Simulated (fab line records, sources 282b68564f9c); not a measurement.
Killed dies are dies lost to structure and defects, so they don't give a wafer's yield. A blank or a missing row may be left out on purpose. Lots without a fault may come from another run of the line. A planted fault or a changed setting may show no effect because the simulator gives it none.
A struck lot beside a sound one | flow rit_cmos | 15 steps out of a route of 202
Sound: wafers L279.4, L279.5, L279.6. Struck: wafers L292.1, L292.4, L292.5. The cause comes at the end.
At each step with rows: each side's tool, then ch and its chambers, then its first start. Under that, the readings that differ: sound wafers | struck wafers | difference of the means | sigmas: that difference in standard deviations of wafers without a fault.
alike: readings whose means differ by less than 2 such deviations, and words and numbers that are the same on both sides. not compared: withheld readings, readings that some wafer has no value for, bounds like >300 that may hide the same value, and numbers for which the record gives no deviation and whose values overlap.
The two part at a step that has a row with sigmas, a row that says differs or no value, or rows on one side only. Numbers that don't overlap but have no deviation are shown without sigmas and don't part them. A reading that every wafer of one side lacks parts them only if that side has two wafers or more.

first, 5 steps without rows for these wafers: RIT_NLDD_COAT_01 (resist thk 1000 nm); RIT_NLDD_SOFTBAKE_02 (time 60 s); RIT_NLDD_EXPOSE_03 (exposes mask M7, target cd 40700 nm); RIT_NLDD_PEB_04; RIT_NLDD_DEVELOP_05 (develop time 50 s).
RIT_NLDD_OVL_MEAS_06:
  sound on overlay-02, day 3 11:12; struck on overlay-02, day 5 19:37
  alike: NLDD_OVL
then, 2 steps without rows for these wafers: RIT_NLDD_HARDBAKE_07 (time 60 s); RIT_NLDD_IMPLANT_08.
RIT_NLDD_STRIP_09: strips in O2, time 180 s.
  sound on plasma_asher-01 ch 0,1, day 3 11:35; struck on plasma_asher-02 ch 0,1, day 5 19:57
  alike: drypump_motor_current_A, o2_flow_sccm
  not compared: rf_hours_counter_h
RIT_NLDD_TW_MEAS_10:
  sound on film_metro-04, day 3 11:44; struck on film_metro-04, day 5 20:08
  alike: NLDD_TW
then, 2 steps without rows for these wafers: RIT_PLDD_HMDS_00 (prime time 60 s); RIT_PLDD_COAT_01 (resist thk 1000 nm).
RIT_PLDD_SOFTBAKE_02: time 60 s.
  sound on litho_track-02 ch 0, day 3 12:08; struck on litho_track-01 ch 0, day 5 20:29
  reading                  | sound             | struck            | difference | sigmas
  heater_power_total_W (W) | 34.64 34.54 34.55 | 34.23 34.20 34.11 | -0.40      | -8
  plate_temp_C (C)         | 89.98 90.01 89.95 | 89.11 89.24 89.16 | -0.81      | -6
then, 1 step without rows for these wafers: RIT_PLDD_EXPOSE_03 (exposes mask M8, target cd 40900 nm).
RIT_M1_PROBE_99:
  the record has rows for the sound wafers here (prober-02, day 4 07:00) and none for the struck ones

WHERE THEY PART
First at RIT_PLDD_SOFTBAKE_02; last, within this record, at RIT_M1_PROBE_99.

WHY: what the simulator had put in
Process parameter drift: litho_track-01, from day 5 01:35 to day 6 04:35, at RIT_PLDD_SOFTBAKE_02. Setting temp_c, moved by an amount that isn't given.
